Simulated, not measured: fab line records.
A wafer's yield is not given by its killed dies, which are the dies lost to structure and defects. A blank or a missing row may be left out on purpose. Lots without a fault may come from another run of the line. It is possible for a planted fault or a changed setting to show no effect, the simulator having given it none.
Which tool is to blame? | flow berkeley cmos170 | Sampling: 14 lots, 42 wafers, 6 of 331 route steps

## WHAT THE GAUGES SHOWED, per wafer
UCB170_V2_CD_MEAS_12: target cd 700 nm.
lot  | measured     | on        | cd nm (nm)
L458 | day 8 00:25  | cd sem-02 | 700.0 699.7 700.6
L459 | day 8 03:47  | cd sem-02 | 699.9 699.1 698.7
L463 | day 9 09:07  | cd sem-01 | 701.0 701.5 701.5
L465 | day 10 05:16 | cd sem-02 | 699.7 700.3 698.8
L466 | day 10 05:49 | cd sem-02 | 701.3 700.9 702.0
L464 | day 10 06:05 | cd sem-02 | 701.0 700.5 699.6
L467 | day 10 06:22 | cd sem-02 | 700.6 699.7 701.2
L468 | day 10 06:55 | cd sem-02 | 698.0 698.9 700.5
L469 | day 10 17:26 | cd sem-01 | 700.8 700.6 700.5
L472 | day 11 14:14 | cd sem-02 | 699.4 698.6 700.4
L471 | day 11 15:30 | cd sem-01 | 702.5 702.5 702.2
L476 | day 11 17:25 | cd sem-02 | 703.4 701.9 703.3
L475 | day 11 18:26 | cd sem-01 | 701.3 700.1 700.5
L481 | day 12 23:12 | cd sem-01 | 700.0 699.0 698.6

UCB170_M3_CD_MEAS_15: target cd 700 nm.
lot  | measured     | on        | cd nm (nm)
L458 | day 8 02:59  | cd sem-02 | 701.8 701.8 701.3
L459 | day 8 06:26  | cd sem-02 | 699.3 700.4 700.5
L463 | day 9 11:43  | cd sem-01 | 700.7 700.5 700.0
L465 | day 10 09:05 | cd sem-02 | 700.0 699.4 700.3
L466 | day 10 09:53 | cd sem-01 | 701.9 700.5 700.2
L464 | day 10 10:17 | cd sem-02 | 698.6 700.2 699.2
L467 | day 10 10:55 | cd sem-02 | 699.4 698.2 700.3
L468 | day 10 11:28 | cd sem-02 | 698.3 699.3 699.2
L469 | day 10 20:37 | cd sem-01 | 698.0 699.6 696.6
L472 | day 11 17:07 | cd sem-01 | 703.0 700.8 702.2
L471 | day 11 18:05 | cd sem-02 | 696.9 698.2 698.4
L476 | day 11 19:55 | cd sem-02 | 701.2 700.4 701.6
L475 | day 11 21:36 | cd sem-02 | 696.9 697.9 698.5
L481 | day 13 01:52 | cd sem-01 | 699.2 699.5 699.5

UCB170_M3_CD_MEAS_90: target cd 700 nm.
lot  | measured     | on        | cd nm (nm)
L458 | day 8 03:28  | cd sem-01 | 701 696 697
L459 | day 8 06:55  | cd sem-01 | 697 694 695
L463 | day 9 12:12  | cd sem-02 | 706 705 703
L465 | day 10 09:35 | cd sem-01 | 706 703 705
L466 | day 10 10:22 | cd sem-01 | 698 695 696
L464 | day 10 10:46 | cd sem-01 | 700 700 695
L467 | day 10 11:24 | cd sem-01 | 696 693 694
L468 | day 10 11:57 | cd sem-01 | 699 703 704
L469 | day 10 21:09 | cd sem-01 | 701 701 701
L472 | day 11 17:36 | cd sem-02 | 684 681 684
L471 | day 11 18:46 | cd sem-01 | 696 697 699
L476 | day 11 20:24 | cd sem-01 | 701 701 700
L475 | day 11 22:05 | cd sem-02 | 677 680 683
L481 | day 13 02:21 | cd sem-01 | 699 702 700

UCB170_M3_BOW_MEAS_20.
lot  | measured     | on            | M3_BOW (um)
L458 | day 8 03:35  | film metro-01 | 33 37 41
L459 | day 8 07:03  | film metro-04 | 35 44 30
L463 | day 9 12:23  | film metro-03 | 47 39 37
L465 | day 10 09:42 | film metro-04 | 36 33 44
L466 | day 10 10:29 | film metro-01 | 33 29 40
L464 | day 10 10:53 | film metro-03 | 32 40 33
L467 | day 10 11:31 | film metro-03 | 39 35 27
L468 | day 10 12:04 | film metro-01 | 43 35 47
L469 | day 10 21:16 | film metro-01 | 24 21 30
L472 | day 11 17:43 | film metro-03 | 28 27 36
L471 | day 11 18:53 | film metro-04 | 26 36 43
L476 | day 11 20:31 | film metro-01 | 37 37 36
L475 | day 11 22:13 | film metro-01 | 34 22 41
L481 | day 13 02:28 | film metro-01 | 43 34 26

## TOOL THAT RAN EACH LOT (tool first, then ch and the chambers of the sampled wafers, then the start)
lot  | UCB170_M3_METAL_ETCH_18           | UCB170_M3_STRIP_19
L458 | rie metal-01 ch 0,1, day 8 03:11  | plasma asher-04 ch 0,1, day 8 03:22
L459 | rie metal-03 ch 0,1, day 8 06:38  | plasma asher-04 ch 0,1, day 8 06:49
L463 | rie metal-04 ch 0,1, day 9 11:55  | plasma asher-01 ch 0,1, day 9 12:06
L465 | rie metal-04 ch 0, day 10 09:17   | plasma asher-04 ch 0,1, day 10 09:29
L466 | rie metal-01 ch 0,1, day 10 10:05 | plasma asher-01 ch 0,1, day 10 10:14
L464 | rie metal-03 ch 0,1, day 10 10:29 | plasma asher-02 ch 0, day 10 10:40
L467 | rie metal-01 ch 0,1, day 10 11:07 | plasma asher-02 ch 0,1, day 10 11:18
L468 | rie metal-04 ch 0,1, day 10 11:40 | plasma asher-04 ch 0,1, day 10 11:51
L469 | rie metal-04 ch 0,1, day 10 20:50 | plasma asher-04 ch 0,1, day 10 21:00
L472 | rie metal-04 ch 0,1, day 11 17:18 | plasma asher-01 ch 1, day 11 17:29
L471 | rie metal-01 ch 0, day 11 18:20   | plasma asher-01 ch 1, day 11 18:38
L476 | rie metal-03 ch 0,1, day 11 20:07 | plasma asher-04 ch 0,1, day 11 20:18
L475 | rie metal-04 ch 0,1, day 11 21:47 | plasma asher-01 ch 0,1, day 11 21:58
L481 | rie metal-01 ch 0,1, day 13 02:04 | plasma asher-02 ch 0,1, day 13 02:13
- UCB170_M3_METAL_ETCH_18: etches Al in Cl2/BCl3, stops on SiO2, target depth 1170 nm, time 195 s.
- UCB170_M3_STRIP_19: strips in O2.

## AS READ BY THE TOOLS THEMSELVES (means over the sampled wafers that have a number; for cases with no such wafer, the mark the record gives instead)
UCB170_M3_METAL_ETCH_18.
lot  | tool         | drypump motor current A (A) | oes product au (a.u.) | throttle valve pct (%)
L458 | rie metal-01 | 6.0                         | 0.857                 | 24.56
L459 | rie metal-03 | 5.6                         | 0.852                 | 24.69
L463 | rie metal-04 | 5.6                         | 0.874                 | 24.08
L465 | rie metal-04 | 6.0                         | 0.868                 | 24.03
L466 | rie metal-01 | 5.9                         | 0.864                 | 24.49
L464 | rie metal-03 | 6.1                         | 0.866                 | 24.60
L467 | rie metal-01 | 5.9                         | 0.856                 | 24.50
L468 | rie metal-04 | 5.3                         | 0.868                 | 24.15
L469 | rie metal-04 | 5.3                         | 0.865                 | 24.14
L472 | rie metal-04 | 5.3                         | 0.870                 | 24.16
L471 | rie metal-01 | 6.3                         | 0.874                 | 24.64
L476 | rie metal-03 | 6.1                         | 0.873                 | 24.60
L475 | rie metal-04 | 5.6                         | 0.869                 | 24.09
L481 | rie metal-01 | 6.1                         | 0.855                 | 24.54

UCB170_M3_STRIP_19.
lot  | tool            | drypump motor current A (A) | oes product au (a.u.)
L458 | plasma asher-04 | 5.6                         | 0.547
L459 | plasma asher-04 | 6.1                         | 0.558
L463 | plasma asher-01 | 6.0                         | 0.566
L465 | plasma asher-04 | 6.1                         | 0.561
L466 | plasma asher-01 | 5.5                         | 0.544
L464 | plasma asher-02 | 6.2                         | 0.566
L467 | plasma asher-02 | 6.1                         | 0.542
L468 | plasma asher-04 | 6.1                         | 0.532
L469 | plasma asher-04 | 6.1                         | 0.540
L472 | plasma asher-01 | 5.1                         | 0.317
L471 | plasma asher-01 | 5.1                         | 0.548
L476 | plasma asher-04 | 5.6                         | 0.565
L475 | plasma asher-01 | 6.0                         | 0.319
L481 | plasma asher-02 | 6.0                         | 0.546

## THE ANSWER, worked out from the rows above alone
Rule: what is usual is taken from the lots themselves. Put in order of their means at a reading, lots are off if they are a third of the lots or fewer, leave a main group of 4 or more, and stand apart from it by a gap of 3 or more times the standard deviation of the main group's means; of several such gaps the widest counts. If all means in a main group match to the digits the tables above print for the reading, that group is not used. A lot without any number at a reading at which 4 lots or more have one is off too. The other lots that the step has rows for count as sound. Order of review: gauges by route order, followed by the tools' own readings, for which a lot's mean as printed above is used. The first step at which some lot is off is used, and at that step the reading that is off furthest; a lot without a number counts as furthest.
Off: L472, L475 (UCB170_M3_CD_MEAS_90, cd nm). The main group: mean 699 nm, standard deviation 3.2.
A tool fits if, at a process step before that reading, it ran every lot that is off, and no sound lot after the first of them. Not tried: the gauges at UCB170_M3_CD_MEAS_90; whatever is off there is also off at UCB170_M3_STRIP_19, on other tools, and gauge error can't account for it. One candidate fits, namely rie metal-04 at UCB170_M3_METAL_ETCH_18. A fault onset in the window from L469 (day 10 20:50, its last sound lot) to L472 (day 11 17:18, its first lot off) fits.

## WHAT THE SIMULATOR HAD INSERTED
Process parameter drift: rie metal-04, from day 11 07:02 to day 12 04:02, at UCB170_M3_METAL_ETCH_18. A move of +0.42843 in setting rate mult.
Shown lots that were struck: L472, L475. This agrees with what the rule above found.
